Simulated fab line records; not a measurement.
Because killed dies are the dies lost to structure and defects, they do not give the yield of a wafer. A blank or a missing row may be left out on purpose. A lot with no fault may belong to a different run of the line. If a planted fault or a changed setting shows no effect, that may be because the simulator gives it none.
Chamber matching    flow berkeleyCmos170    UCB170_SPACER_CVD_00 on pecvd-02: 3 sister chambers
The step deposits SiO2 from TEOS/O2, target thk 376 nm, time 47 s. 14 wafers are shown with their chamber, then 7 later ones without.

## WAFERS PAIRED WITH THEIR CHAMBERS
wafer   chamber  heaterPowerW (W)
L284.2  0        278
L284.3  1        201
L284.4  2        275
L282.1  0        206
L282.2  1        272
L282.4  1        183
L285.2  1        196
L285.5  0        203
L285.6  2        260
L289.2  0        283
L289.3  2        251
L289.6  1        238
L291.2  1        223
L291.5  1        237

SIGNATURES, as means of the wafers listed above
reading       chamber 0  chamber 1  chamber 2  scatter within a chamber
heaterPowerW  242.50     221.43     262.00     32.6
Rule: distance of a wafer from a chamber = root of the sum over the readings of ((wafer's reading minus chamber's mean) / reading's scatter) squared. The wafer belongs to the nearest chamber; if the next one is less than 2 further off, it can't be placed. The scatter is the square root of a quotient: the sum, over the shown wafers, of each reading's squared deviation from its chamber's mean, divided by wafers minus chambers.

## WAFERS WHOSE CHAMBER IS MISSING
wafer   heaterPowerW (W)
L291.6  257
L302.4  187
L302.5  254
L302.6  290
L303.2  199
L303.5  258
L303.6  291

## CHAMBER TAKEN BY EACH
wafer   from the rows above           in truth
L291.6  can't be placed: 2 or 0 or 1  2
L302.4  can't be placed: 1 or 0 or 2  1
L302.5  can't be placed: 2 or 0 or 1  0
L302.6  can't be placed: 2 or 0 or 1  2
L303.2  can't be placed: 1 or 0 or 2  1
L303.5  can't be placed: 2 or 0 or 1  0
L303.6  can't be placed: 2 or 0 or 1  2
Placed correctly: 0 of 7. These rows do not allow placing 7 (true chamber among the candidates in 7). 0 placed wrongly.
